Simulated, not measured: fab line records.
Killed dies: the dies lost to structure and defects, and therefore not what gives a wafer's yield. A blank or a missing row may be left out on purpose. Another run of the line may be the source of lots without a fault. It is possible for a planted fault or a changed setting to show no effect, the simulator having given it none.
A lot that was struck, set against a sound lot :: flow berkeley_cmos170 :: 44 steps out of a route of 331
Sound: the wafers L843.2, L843.3, L843.6. Wafers struck: L850.3, L850.4, L850.6. The cause comes at the end.
Per side, at each step with rows, come the tool, then ch with its chambers, and then its first start. Under that, the readings that differ: sound wafers :: struck wafers :: difference of the means :: sigmas: that difference in standard deviations of wafers without a fault.
alike: readings with means less than 2 such deviations apart, plus words and numbers identical on both sides. not compared: withheld readings, readings lacking a value on some wafer, bounds such as >300 that could conceal the same value, and numbers that have no deviation in the record and whose values overlap.
Wherever a step has rows on one side only, a row that says differs or no value, or a row with sigmas, the two part there. Numbers that don't overlap but have no deviation are shown without sigmas and don't part them. A reading that every wafer of one side lacks parts them only if that side has two wafers or more.

UCB170_GATE_STRIP_16: strips in O2.
  sound on plasma_asher-02 ch 0,1, day 8 19:04; struck on plasma_asher-02 ch 0,1, day 10 03:41
reading: oes_product_au (a.u.)
sound: 0.721 0.721 0.727
struck: 0.735 0.734 0.727
difference: +0.009
sigmas: +2
  alike: drypump_motor_current_A
  not compared: rf_hours_counter_h
UCB170_GATE_CD_MEAS_90: target cd 350 nm.
  sound on cd_sem-02 at day 8 19:11; struck on cd_sem-02 at day 10 03:49
reading: cd_nm (nm)
sound: 347.2 349.6 349.1
struck: 354.1 353.9 351.3
difference: +4.5
sigmas: +3
then, 7 steps without rows for these wafers: UCB170_GATE_CLEAN_17 (cleans in SPM, time 600 s); UCB170_PLDD_HMDS_00 (prime time 60 s); UCB170_PLDD_COAT_01 (resist thk 900 nm); UCB170_PLDD_SOFTBAKE_02 (time 60 s); UCB170_PLDD_EXPOSE_03 (exposes mask PSELECT, target cd 1200 nm); UCB170_PLDD_PEB_04; UCB170_PLDD_DEVELOP_05 (develop time 45 s).
UCB170_PLDD_CD_MEAS_06: target cd 1200 nm.
  sound on cd_sem-02 at day 8 22:06; struck on cd_sem-01 at day 10 06:20
  alike: cd_nm
UCB170_PLDD_OVL_MEAS_07:
  sound on overlay-02 at day 8 22:12; struck on overlay-01 at day 10 06:26
  alike: PLDD_OVL
next, for these wafers, 1 step has no rows: UCB170_PLDD_IMPLANT_08.
UCB170_PLDD_IMPLANT_09:
  sound on implanter-03 ch 0, day 8 22:25; struck on implanter-03 ch 0, day 10 06:40
reading: dose_ions_cm2
sound: 5.01e+13 5.01e+13 5.009e+13
struck: 4.41e+13 4.404e+13 4.409e+13
difference: -6.02e+12
sigmas: -99 or more

reading: faraday_current_uA
sound: 162 158 159
struck: 137 142 141
difference: -20
sigmas: -6
UCB170_PLDD_STRIP_10: strips in O2.
  sound on plasma_asher-03 ch 0,1, day 8 22:32; struck on plasma_asher-01 ch 0,1, day 10 06:47
reading: strip_time_to_endpoint_s (s)
sound: 21.70 21.67 21.58
struck: 21.47 21.47 21.51
difference: -0.17
sigmas: -2
  alike: drypump_motor_current_A, oes_product_au
  not compared: rf_hours_counter_h
UCB170_PLDD_TW_MEAS_11:
  sound on film_metro-03 at day 8 22:38; struck on film_metro-03 at day 10 06:53
reading: PLDD_TW
sound: 1010 1011 1009
struck: 987 987 996
difference: -20
sigmas: -3
then, 7 steps without rows for these wafers: UCB170_PLDD_CLEAN_12 (cleans in SPM, time 600 s); UCB170_NLDD_HMDS_00 (prime time 60 s); UCB170_NLDD_COAT_01 (resist thk 900 nm); UCB170_NLDD_SOFTBAKE_02 (time 60 s); UCB170_NLDD_EXPOSE_03 (exposes mask NSELECT, target cd 1200 nm); UCB170_NLDD_PEB_04; UCB170_NLDD_DEVELOP_05 (develop time 42.84 s).
UCB170_NLDD_CD_MEAS_06: target cd 1200 nm.
  sound on cd_sem-02 at day 9 00:28; struck on cd_sem-02 at day 10 08:31
  alike: cd_nm
UCB170_NLDD_OVL_MEAS_07:
  sound on overlay-02 at day 9 00:34; struck on overlay-01 at day 10 08:36
  alike: NLDD_OVL
then, 2 steps without rows for these wafers: UCB170_NLDD_IMPLANT_08; UCB170_NLDD_IMPLANT_09.
UCB170_NLDD_STRIP_10: strips in O2.
  sound on plasma_asher-02 ch 0,1, day 9 00:54; struck on plasma_asher-01 ch 0,1, day 10 08:58
  alike: drypump_motor_current_A, oes_product_au, strip_time_to_endpoint_s
  not compared: rf_hours_counter_h
UCB170_NLDD_TW_MEAS_11:
  sound on film_metro-03 at day 9 01:01; struck on film_metro-01 at day 10 09:04
  alike: NLDD_TW
then, 1 step without rows for these wafers: UCB170_NLDD_CLEAN_12 (cleans in SPM, time 600 s).
UCB170_SPACER_CVD_00: deposits SiO2 from TEOS/O2, target thk 376 nm, time 47 s.
  sound on pecvd-01 ch 1,2, day 9 01:15; struck on pecvd-04 ch 0,1, day 10 09:17
  alike: heater_power_w
UCB170_SPACER_THK_MEAS_01:
  sound on film_metro-01 at day 9 01:19; struck on film_metro-04 at day 10 09:21
  alike: SPACER_TEOS_THK
then, 1 step without rows for these wafers: UCB170_SPACER_ANNEAL_02 (time 1800 s).
UCB170_SPACER_ETCHBACK_03: etches SiO2 in CHF3/CF4/Ar, stops on Si, target depth 376 nm, time 100 s.
  sound on rie_diel-02 ch 1,2,3, day 9 06:37; struck on rie_diel-01 ch 0,2,3, day 10 14:44
  alike: cf4_flow_sccm, drypump_motor_current_A, oes_product_au, throttle_valve_pct
  not compared: rf_hours_counter_h
then, 6 steps without rows for these wafers: UCB170_PSD_HMDS_00 (prime time 60 s); UCB170_PSD_COAT_01 (resist thk 900 nm); UCB170_PSD_SOFTBAKE_02 (time 60 s); UCB170_PSD_EXPOSE_03 (exposes mask PSELECT MOD, target cd 1200 nm); UCB170_PSD_PEB_04; UCB170_PSD_DEVELOP_05 (develop time 45 s).
UCB170_PSD_CD_MEAS_06: target cd 1200 nm.
  sound on cd_sem-01 at day 9 08:20; struck on cd_sem-02 at day 10 16:14
  alike: cd_nm
UCB170_PSD_OVL_MEAS_07:
  sound on overlay-01 at day 9 08:27; struck on overlay-01 at day 10 16:20
  alike: PSD_OVL
next, for these wafers, 1 step has no rows: UCB170_PSD_IMPLANT_08.
UCB170_SDANNEAL_RS_MEAS_04: measurement is done with a four-point probe.
  sound on film_metro-02 at day 9 13:04; struck on film_metro-03 at day 11 00:23
reading: PLDD_RS (ohm/sq)
sound: 1031.6 1028.6 1035.2
struck: 1081.8 1085.0 1077.7
difference: +49.7
sigmas: +18
UCB170_M3_PROBE_99:
  sound on prober-01 at day 10 13:08; struck on prober-01 at day 12 02:08
reading: model.etest.pldd.line_ohm_um
sound: 1818 1799 1880
struck: 1912 1936 1910
difference: +87
sigmas: 

reading: model.etest.pldd.rs_ohm_sq
sound: 1105 1085 1114
struck: 1180 1194 1192
difference: +87
sigmas: 

reading: model.etest.pmos_0p35.isub_log10_a_um
sound: -8.201 -8.186 -8.264
struck: -8.305 -8.318 -8.348
difference: -0.107
sigmas: 

reading: model.etest.pmos_0p35.overlap_ff_um
sound: 0.3831 0.3842 0.3759
struck: 0.3704 0.3608 0.3629
difference: -0.0164
sigmas: 

## WHERE THEY PART
At UCB170_GATE_STRIP_16 first; at UCB170_SDANNEAL_RS_MEAS_04 last (within this record only).

WHY: what the simulator had put in
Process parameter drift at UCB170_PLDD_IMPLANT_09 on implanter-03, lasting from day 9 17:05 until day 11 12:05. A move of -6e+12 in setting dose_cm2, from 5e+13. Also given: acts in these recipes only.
